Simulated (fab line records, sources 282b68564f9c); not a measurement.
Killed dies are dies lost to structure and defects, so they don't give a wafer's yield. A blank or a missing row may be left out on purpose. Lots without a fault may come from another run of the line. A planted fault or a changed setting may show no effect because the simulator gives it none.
fab line records | flow rit_cmos
record lots=15 wafers=45 last_day=7
route steps=202 shown M1@184
lots that met no fault: from a run of the same line without faults
start_h: hours from the record's first day to the start of the lot's first wafer shown | wait_h: hours since the lot's step before | " the same as in the row above | L1.1+2: a row that stands for several wafers | - no value, or no start given | * or withheld: withheld | < > ~ a bound
route shown NAME@n: a module of which the file shows steps, and the number in the route of the first | usual: mean/standard deviation of fault-free wafers | same: alike in all rows | chamber/n: place in a boat | sites: the reading at each site | _std_site: their standard deviation | _edge_site: outer sites' mean less inner sites' | radius_mm: how far each site lies from the wafer's centre | mask NAME#n: copy n | behind: the tool/chamber that last shaped the wafer | hold: why the lot was held/for how many hours/how that ended | device: the transistor (n, p or np) that didn't switch | end of line: the same wafers' tests at the end of the route | a step without rows: its recipe alone | killed: dies lost to structure and defects at the first sort, not the wafer's yield | map: a wafer's dies, x killed, . not, _ none there
set.NAME: the setting as run; set.NAME@STEP: as run at that earlier step | model.NAME: the simulator's own value behind a step, which no gauge read
steps of the route over a sample of lots; a table a step, a row a wafer
services: from which hour (start_h, from the record's first day; less than 0 if before it) a tool's chamber was out of use, for how many hours, and why
## steps
# step RIT_M1_SPUTTER_00
# recipe material=Al target_thk_nm=400 power_w=2000 chamber_pressure_pa=0.4 gas=Ar time_s=500 substrate_temp_c=25
# usual chamber_pressure_pa=0.4000/0.00077 throttle_valve_pct=29.9/0.89
# columns lot.wafer tool chamber start_h wait_h chamber_pressure_pa throttle_valve_pct
L840.1 pvd_sputter-04 - 57.23 0.0 0.4011 31.5
L840.3 " - " " 0.3995 29.5
L840.6 " - " " 0.3999 31.2
L841.1 pvd_sputter-01 - 59.89 0.0 0.4019 29.1
L841.3 " - " " 0.4000 31.3
L841.6 " - " " 0.4025 28.5
L842.1 pvd_sputter-04 - 69.03 0.0 0.3990 30.0
L842.5 " - " " 0.3998 30.1
L842.6 " - " " 0.3998 31.1
L843.1 pvd_sputter-01 - 71.97 0.0 0.4000 28.7
L843.3 " - " " 0.3996 30.2
L843.4 " - " " 0.3987 28.9
L844.1 pvd_sputter-04 - 75.77 0.0 0.3999 31.2
L844.4 " - " " 0.4006 29.9
L844.5 " - " " 0.3995 29.1
L845.1 pvd_sputter-01 - 80.07 0.0 0.4008 28.5
L845.4 " - " " 0.4003 30.4
L845.5 " - " " 0.4009 30.7
L846.1 pvd_sputter-04 - 84.73 0.0 0.4005 29.6
L846.5 " - " " 0.4011 29.5
L846.6 " - " " 0.4004 30.3
L847.1 pvd_sputter-01 - 88.55 0.0 0.4005 28.7
L847.4 " - " " 0.4010 28.5
L847.5 " - " " 0.3998 28.8
L850.2 pvd_sputter-04 - 107.96 0.0 0.4190 30.6
L850.3 " - " " 0.4196 28.7
L850.6 " - " " 0.4187 30.5
L852.1 pvd_sputter-04 - 117.67 0.0 0.4203 29.0
L852.4 " - " " 0.4191 30.3
L852.6 " - " " 0.4196 29.0
L854.4 pvd_sputter-04 - 127.75 0.0 0.4195 28.8
L854.5 " - " " 0.4197 29.3
L854.6 " - " " 0.4194 28.9
L857.1 pvd_sputter-02 - 139.90 0.0 0.4000 29.2
L857.2 " - " " 0.3984 30.5
L857.5 " - " " 0.4004 31.3
L859.4 pvd_sputter-01 - 150.43 0.0 0.4004 28.4
L859.5 " - " " 0.4000 28.6
L859.6 " - " " 0.3989 30.4
L861.1 pvd_sputter-01 - 159.67 0.0 0.3988 28.6
L861.4 " - " " 0.3991 30.5
L861.6 " - " " 0.3994 30.0
L863.2 pvd_sputter-02 - 174.42 0.0 0.3997 29.2
L863.3 " - " " 0.3986 30.7
L863.6 " - " " 0.3991 29.9
# step RIT_M1_CD_MEAS_09
# recipe target_cd_nm=2600
# usual cd_nm=2600.4/2.4
# columns lot.wafer tool chamber start_h wait_h hold cd_nm
L840.1 cd_sem-02 - 58.87 - - 2603.1
L840.3 " - " " - 2602.4
L840.6 " - " " - 2604.0
L841.1 cd_sem-02 - 61.24 - - 2598.7
L841.3 " - " " - 2600.8
L841.6 " - " " - 2599.3
L842.1 cd_sem-01 - 70.46 - - 2598.5
L842.5 " - " " - 2598.8
L842.6 " - " " - 2599.5
L843.1 cd_sem-02 - 73.37 - - 2600.8
L843.3 " - " " - 2602.0
L843.4 " - " " - 2599.8
L844.1 cd_sem-02 - 77.13 - - 2602.3
L844.4 " - " " - 2602.2
L844.5 " - " " - 2601.5
L845.1 cd_sem-02 - 81.43 - - 2598.2
L845.4 " - " " - 2598.5
L845.5 " - " " - 2597.2
L846.1 cd_sem-02 - 86.21 - - 2597.6
L846.5 " - " " - 2599.8
L846.6 " - " " - 2596.4
L847.1 cd_sem-01 - 89.90 - - 2601.9
L847.4 " - " " - 2600.2
L847.5 " - " " - 2602.7
L850.2 cd_sem-01 - 109.46 - - 2602.1
L850.3 " - " " - 2602.1
L850.6 " - " " - 2600.5
L852.1 cd_sem-02 - 119.15 - - 2601.0
L852.4 " - " " - 2601.1
L852.6 " - " " - 2600.0
L854.4 cd_sem-02 - 129.29 - await_dispo/0.2h/release 2635.6
L854.5 " - " " await_dispo/0.2h/release 2635.6
L854.6 " - " " await_dispo/0.2h/release 2634.7
L854.4 cd_sem-02 - 129.58 0.3 - 2636.1
L854.5 " - " " - 2635.6
L854.6 " - " " - 2634.8
L857.1 cd_sem-01 - 141.26 - - 2600.8
L857.2 " - " " - 2602.3
L857.5 " - " " - 2601.3
L859.4 cd_sem-02 - 151.97 - - 2603.3
L859.5 " - " " - 2604.4
L859.6 " - " " - 2606.0
L861.1 cd_sem-01 - 161.14 - - 2600.6
L861.4 " - " " - 2599.0
L861.6 " - " " - 2597.7
L863.2 cd_sem-01 - 175.93 - - 2597.6
L863.3 " - " " - 2597.9
L863.6 " - " " - 2597.6
# step RIT_M1_PROBE_99
# usual defect_limited_yield=97.4/1.2 killed_at_contacts=0.1/0.32 killed_at_front_end=7/3 killed_dies=7/3.1 killed_open=3.3/1.8 killed_short=3.6/2 sort_bin_3_pad_short=0.1/0.22 sort_bin_5_function=1.4/0.84 sort_bin_6_memory=1.0/0.67 sort_n_pass=257/3.1 sort_yield_pct=97.4/1.2
# same gross_dies=264 killed_at_M0_to_M3=0 killed_at_M4_up=0 killed_at_back_side=0 killed_at_other=0
# columns lot.wafer tool chamber start_h wait_h defect_limited_yield[%] killed_at_contacts killed_at_front_end killed_dies killed_open killed_short sort_bin_3_pad_short[%] sort_bin_5_function[%] sort_bin_6_memory[%] sort_n_pass sort_yield_pct[%]
L844.1 prober-01 - 79.79 0.1 96.2 0 10 10 3 7 0.8 2.3 0.8 254 96.2
L844.4 prober-01 - 79.94 0.2 95.1 0 13 13 6 7 0 3.8 1.1 251 95.1
L844.5 prober-01 - 79.99 0.2 97.0 0 8 8 6 2 0.4 1.5 1.1 256 97.0
L846.1 prober-01 - 88.99 0.1 97.7 0 6 6 1 5 0 1.5 0.8 258 97.7
L846.5 prober-01 - 89.19 0.2 99.2 0 2 2 0 2 0 0.4 0.4 262 99.2
L846.6 prober-01 - 89.24 0.2 98.9 0 3 3 1 2 0 0.8 0.4 261 98.9
L850.2 prober-01 - 112.32 0.1 97.3 0 7 7 2 5 0 1.9 0.8 257 97.3
L850.3 prober-01 - 112.37 0.2 97.0 0 8 8 5 3 0.4 1.5 1.1 256 97.0
L850.6 prober-01 - 112.52 0.2 97.3 0 7 7 2 5 0.4 0.8 1.5 257 97.3
L852.1 prober-01 - 121.81 0.1 98.5 0 4 4 2 2 0.4 0.8 0.4 260 98.5
L852.4 prober-01 - 121.96 0.2 94.7 0 14 14 9 5 0 2.3 3.0 250 94.7
L852.6 prober-01 - 122.06 0.2 96.6 0 9 9 5 4 0 2.3 1.1 255 96.6
L854.4 prober-01 - 136.95 0.2 98.1 0 5 5 2 3 0.4 1.1 0.4 259 98.1
L854.5 prober-01 - 137.00 0.2 98.5 0 4 4 2 2 0 0.8 0.8 260 98.5
L854.6 prober-01 - 137.05 0.2 97.7 0 6 6 1 5 0 1.9 0.4 258 97.7
L857.1 prober-02 - 144.08 0.1 95.5 0 12 12 6 6 0 1.5 3.0 252 95.5
L857.2 prober-02 - 144.13 0.1 96.2 0 10 10 6 4 0 1.5 2.3 254 96.2
L857.5 prober-02 - 144.28 0.2 95.8 0 11 11 5 6 0 1.9 2.3 253 95.8
# killed by level:class
L844.1 GATE:geometric_particle:open=2 GATE:geometric_particle:short=2 REOX:geometric_particle:short=2 FOX2:geometric_particle:short=1 REOX:geometric_particle:open=1 SPACER:geometric_particle:short=1 SILICIDE:geometric_particle:short=1
L844.4 GATE:geometric_particle:open=4 FOX2:geometric_particle:short=3 GATE:geometric_particle:short=3 FOX1:geometric_particle:open=1 FOX2:geometric_particle:open=1 SPACER:geometric_particle:short=1
L844.5 FOX1:geometric_particle:open=3 REOX:geometric_particle:open=2 FOX2:geometric_particle:open=1 FOX2:geometric_particle:short=1 SPACER:geometric_particle:short=1
L846.1 GATE:geometric_particle:short=5 GATE:geometric_particle:open=1
L846.5 GATE:geometric_particle:short=2
L846.6 FOX1:geometric_particle:short=1 GATE:geometric_particle:short=1 REOX:geometric_particle:open=1
L850.2 REOX:geometric_particle:short=3 GATE:geometric_particle:short=1 GATE:geometric_particle:open=1 REOX:geometric_particle:open=1 SILICIDE:geometric_particle:short=1
L850.3 GATE:geometric_particle:open=3 REOX:geometric_particle:short=2 FOX1:geometric_particle:open=1 GATE:geometric_particle:short=1 REOX:geometric_particle:open=1
L850.6 GATE:geometric_particle:short=3 FOX1:geometric_particle:short=1 SPACER:geometric_particle:short=1 SPACER:geometric_particle:open=1 SILICIDE:geometric_particle:open=1
L852.1 FOX1:geometric_particle:short=1 FOX1:geometric_particle:open=1 GATE:geometric_particle:short=1 GATE:geometric_particle:open=1
L852.4 SILICIDE:geometric_particle:open=5 GATE:geometric_particle:open=2 SILICIDE:geometric_particle:short=2 FOX1:geometric_particle:short=1 REOX:geometric_particle:open=1 REOX:geometric_particle:short=1 SPACER:geometric_particle:open=1 SPACER:geometric_particle:short=1
L852.6 FOX2:geometric_particle:open=2 GATE:geometric_particle:open=2 FOX1:geometric_particle:short=1 GATE:geometric_particle:short=1 REOX:geometric_particle:open=1 REOX:geometric_particle:short=1 SPACER:geometric_particle:short=1
L854.4 GATE:geometric_particle:short=3 GATE:geometric_particle:open=2
L854.5 FOX1:geometric_particle:short=1 FOX2:geometric_particle:open=1 GATE:geometric_particle:open=1 GATE:geometric_particle:short=1
L854.6 FOX1:geometric_particle:short=2 FOX2:geometric_particle:open=1 FOX2:geometric_particle:short=1 GATE:geometric_particle:short=1 REOX:geometric_particle:short=1
L857.1 SILICIDE:geometric_particle:open=3 FOX1:geometric_particle:short=2 FOX2:geometric_particle:short=2 SILICIDE:geometric_particle:short=2 SPACER:geometric_particle:open=1 FOX1:geometric_particle:open=1 FOX2:geometric_particle:open=1
L857.2 SPACER:geometric_particle:open=3 GATE:geometric_particle:short=2 SILICIDE:geometric_particle:short=2 FOX2:geometric_particle:open=1 GATE:geometric_particle:open=1 REOX:geometric_particle:open=1
L857.5 FOX1:geometric_particle:short=2 GATE:geometric_particle:open=2 SPACER:geometric_particle:open=2 FOX2:geometric_particle:open=1 GATE:geometric_particle:short=1 REOX:geometric_particle:short=1 SPACER:geometric_particle:short=1 SILICIDE:geometric_particle:short=1
## services
# columns tool chamber start_h hours kind
pvd_sputter-02 - 69.07 2.4 repair
pvd_sputter-02 - 94.72 1.7 repair
## key
first_sign step=RIT_M1_SPUTTER_00 reading=chamber_pressure_pa direction=up sigmas=25 usual=0.4000 struck=0.4194
effect step=RIT_M1_CD_MEAS_09 reading=cd_nm direction=up sigmas=5 usual=2600.4 struck=2612.5 wafers_moved=3 through=control_loop
met_at RIT_M1_SPUTTER_00
struck_lots L850,L852,L854
loop_trim step=RIT_M1_EXPOSE_06 setting=dose lots=L854
onset_between 84.73 107.96
fault kind=process_parameter_drift tool=pvd_sputter-04 chamber=- onset_h=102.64 steps=RIT_M1_SPUTTER_00 channel=chamber_pressure_pa offset=0.019154 shape=step end_h=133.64 stated=0.4
# loop_trim: a control loop set the setting to another value than it would have without faults
